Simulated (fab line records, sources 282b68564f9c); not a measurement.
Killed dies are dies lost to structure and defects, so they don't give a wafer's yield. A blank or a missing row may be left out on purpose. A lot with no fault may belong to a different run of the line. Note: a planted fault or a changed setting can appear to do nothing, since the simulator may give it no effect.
Split-lot trial + flow rit_cmos + on a route of 202 steps: 5 lots, 23 wafers read

THE SPLIT
At RIT_PRETRO_IMPLANT_08, the setting dose_cm2 was moved away from the recipe's 1.2e+13 on 11 of the 23 wafers read, by -5.2% to +6.5%. The other wafers ran this setting at the recipe's value.

THE PATH FROM SPLIT TO READING: the file shows 1 step between them
- RIT_PRETRO_STRIP_09: strips in O2, time 180 s

THE READING
PRETRO_TW, at RIT_PRETRO_TW_MEAS_10. A value of 475 with a standard deviation of 3.5 is what fault-free wafers of this fab line usually give.

| wafer  | tool, chamber at the split | dose_cm2 as run | against the recipe | PRETRO_TW | against lot-mates on the recipe |
|--------|----------------------------|-----------------|--------------------|-----------|---------------------------------|
| L074.1 | implanter-04, 0            | 1.138e+13       | -5.2%              | 466       | -10                             |
| L074.2 | implanter-04, 0            | 1.2e+13         | recipe             | 477       | -                               |
| L074.3 | implanter-04, 0            | 1.138e+13       | -5.2%              | 469       | -6                              |
| L074.4 | implanter-04, 0            | 1.138e+13       | -5.2%              | 468       | -8                              |
| L074.6 | implanter-04, 0            | 1.2e+13         | recipe             | 474       | -                               |
| L076.1 | implanter-03, 0            | 1.269e+13       | +5.8%              | 476       | +8                              |
| L076.2 | implanter-03, 0            | 1.2e+13         | recipe             | 468       | -                               |
| L076.4 | implanter-03, 0            | 1.269e+13       | +5.8%              | 476       | +8                              |
| L076.5 | implanter-03, 0            | 1.269e+13       | +5.8%              | 474       | +6                              |
| L076.6 | implanter-03, 0            | 1.2e+13         | recipe             | 468       | -                               |
| L078.1 | implanter-03, 0            | 1.2e+13         | recipe             | 478       | -                               |
| L078.2 | implanter-03, 0            | 1.2e+13         | recipe             | 476       | -                               |
| L078.3 | implanter-03, 0            | 1.2e+13         | recipe             | 476       | -                               |
| L079.1 | implanter-03, 0            | 1.173e+13       | -2.2%              | 474       | -4                              |
| L079.2 | implanter-03, 0            | 1.2e+13         | recipe             | 477       | -                               |
| L079.4 | implanter-03, 0            | 1.2e+13         | recipe             | 477       | -                               |
| L079.5 | implanter-03, 0            | 1.2e+13         | recipe             | 479       | -                               |
| L079.6 | implanter-03, 0            | 1.173e+13       | -2.2%              | 473       | -5                              |
| L084.1 | implanter-03, 0            | 1.278e+13       | +6.5%              | 487       | +8                              |
| L084.2 | implanter-03, 0            | 1.2e+13         | recipe             | 480       | -                               |
| L084.4 | implanter-03, 0            | 1.2e+13         | recipe             | 477       | -                               |
| L084.5 | implanter-03, 0            | 1.278e+13       | +6.5%              | 488       | +10                             |
| L084.6 | implanter-03, 0            | 1.278e+13       | +6.5%              | 487       | +8                              |

FIT RESULTS
A straight line over all 23 wafers: PRETRO_TW changes by +1.16 for each +1% of dose_cm2; r = +0.72; the points scatter about the line by 4.2.
The same after taking each lot's own level away (the mean of its wafers on the recipe; 23 wafers): +1.4 for each +1%; r = +0.98; scatter 1.1.
Per that fit: largest dose_cm2 move, reading shift of 9.1.
The lots' own levels span 468.0 to 478.5, that is 3.0 times the standard deviation above.
So the lot-to-lot level blurs the effect unless lot-mates are compared.
Check: for one of the wafers moved furthest among these (+6.5%), held out of the fit, the line's prediction against its lot-mates is +8.89. It came out at +8.5 against them.

THESE WAFERS: OTHER SPLITS
Note: prior to the reading, these wafers also went through further splits. Each is held against what the fit with the lots' levels taken away leaves over:
| other split on the same wafers   | wafers away from the commonest value | r with PRETRO_TW (lot level and that fit taken away) |
|----------------------------------|--------------------------------------|------------------------------------------------------|
| RIT_ACTIVE_OXIDATION_01 temp_c   | 15                                   | +0.13                                                |
| RIT_FOX1_OXIDATION_00 temp_c     | 18                                   | -0.10                                                |
| RIT_NWELL_COAT_01 spin_rpm       | 6                                    | +0.32                                                |
| RIT_NRETRO_COAT_01 resist_thk_nm | 5                                    | +0.28                                                |
| RIT_NRETRO_IMPLANT_08 energy_kev | 6                                    | +0.07                                                |
| RIT_PRETRO_COAT_01 spin_rpm      | 9                                    | -0.14                                                |

THE FILE'S OWN FIT
PRETRO_TW changes by +1.39 for each +1% of dose_cm2, r = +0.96.
